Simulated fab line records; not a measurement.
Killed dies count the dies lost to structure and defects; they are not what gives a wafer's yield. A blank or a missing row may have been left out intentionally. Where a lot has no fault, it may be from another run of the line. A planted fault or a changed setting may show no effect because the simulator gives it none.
The tool behind it: which one? / flow rit-cmos / 21 wafers from 7 lots sampled at 5 of the route's 202 steps

== WHAT EACH GAUGE READ, for each wafer ==
RIT_PLDD_TW_MEAS_10.
lot=L242; measured=day 3 17:37; on=film-metro-03; PLDD_TW=2369 2355 2349
lot=L245; measured=day 4 06:08; on=film-metro-02; PLDD_TW=30 30 30
lot=L250; measured=day 5 12:34; on=film-metro-04; PLDD_TW=2305 2304 2325
lot=L255; measured=day 6 12:04; on=film-metro-02; PLDD_TW=2331 2328 2337
lot=L257; measured=day 6 22:35; on=film-metro-03; PLDD_TW=2380 2372 2365
lot=L259; measured=day 7 01:53; on=film-metro-02; PLDD_TW=2338 2332 2324
lot=L262; measured=day 7 20:40; on=film-metro-04; PLDD_TW=2306 2308 2317

== WHAT TOOL EACH LOT RAN ON (gives the tool, then ch and the chambers of the sampled wafers, and finally the start) ==
lot=L242; RIT_ACTIVE_STRIP_14=plasma-asher-02 ch 0,1, day 2 08:19; RIT_NWELL_STRIP_09=plasma-asher-04 ch 0,1, day 2 15:25; RIT_GATE_STRIP_20=plasma-asher-04 ch 0,1, day 3 10:42; RIT_NLDD_STRIP_09=plasma-asher-04 ch 0,1, day 3 16:01
lot=L245; RIT_ACTIVE_STRIP_14=plasma-asher-04 ch 0,1, day 2 21:50; RIT_NWELL_STRIP_09=plasma-asher-01 ch 0,1, day 3 06:00; RIT_GATE_STRIP_20=plasma-asher-01 ch 0,1, day 3 23:48; RIT_NLDD_STRIP_09=plasma-asher-03 ch 0,1, day 4 04:28
lot=L250; RIT_ACTIVE_STRIP_14=plasma-asher-04 ch 1, day 3 21:59; RIT_NWELL_STRIP_09=plasma-asher-02 ch 0,1, day 4 06:47; RIT_GATE_STRIP_20=plasma-asher-01 ch 0,1, day 5 02:15; RIT_NLDD_STRIP_09=plasma-asher-01 ch 0,1, day 5 10:44
lot=L255; RIT_ACTIVE_STRIP_14=plasma-asher-04 ch 0, day 5 01:41; RIT_NWELL_STRIP_09=plasma-asher-02 ch 0,1, day 5 12:24; RIT_GATE_STRIP_20=plasma-asher-02 ch 0,1, day 6 04:17; RIT_NLDD_STRIP_09=plasma-asher-04 ch 0,1, day 6 10:16
lot=L257; RIT_ACTIVE_STRIP_14=plasma-asher-03 ch 0,1, day 5 11:58; RIT_NWELL_STRIP_09=plasma-asher-01 ch 0,1, day 5 19:47; RIT_GATE_STRIP_20=plasma-asher-04 ch 0,1, day 6 15:05; RIT_NLDD_STRIP_09=plasma-asher-03 ch 0, day 6 20:58
lot=L259; RIT_ACTIVE_STRIP_14=plasma-asher-02 ch 0,1, day 5 19:17; RIT_NWELL_STRIP_09=plasma-asher-01 ch 0,1, day 6 02:38; RIT_GATE_STRIP_20=plasma-asher-01 ch 0,1, day 6 18:45; RIT_NLDD_STRIP_09=plasma-asher-03 ch 0,1, day 7 00:20
lot=L262; RIT_ACTIVE_STRIP_14=plasma-asher-03 ch 0,1, day 6 13:07; RIT_NWELL_STRIP_09=plasma-asher-04 ch 0,1, day 6 18:59; RIT_GATE_STRIP_20=plasma-asher-02 ch 0,1, day 7 14:23; RIT_NLDD_STRIP_09=plasma-asher-04 ch 0,1, day 7 18:56
- RIT_ACTIVE_STRIP_14: strips in O2, time 180 s.
- RIT_NWELL_STRIP_09: strips in O2, time 180 s.
- RIT_GATE_STRIP_20: strips in O2, time 180 s.
- RIT_NLDD_STRIP_09: strips in O2, time 180 s.

== THE ANSWER, worked out from the rows above alone ==
Rule: the usual values come from the lots themselves. Put in order of their means at a reading, lots are off if they are a third of the lots or fewer, leave a main group of 4 or more, and stand apart from it by a gap of 3 or more times the standard deviation of the main group's means; of several such gaps the widest counts. A main group is skipped when, at the precision printed for the reading in the tables above, its means are all equal. Also off: a lot with no number at a reading for which 4 or more lots have one. All remaining lots with rows at the step are treated as sound.
Off: L245, seen at RIT_PLDD_TW_MEAS_10 (PLDD_TW). Mean 2336 and standard deviation 23 in the main group.
If a tool, at a process step before that reading, ran all the lots that are off and no sound lot after the first of them, it fits. Those tools and the gauges at RIT_PLDD_TW_MEAS_10 are tried in the same way. Not one of the candidates tried fits.

== WHAT HAD BEEN PUT IN BY THE SIMULATOR ==
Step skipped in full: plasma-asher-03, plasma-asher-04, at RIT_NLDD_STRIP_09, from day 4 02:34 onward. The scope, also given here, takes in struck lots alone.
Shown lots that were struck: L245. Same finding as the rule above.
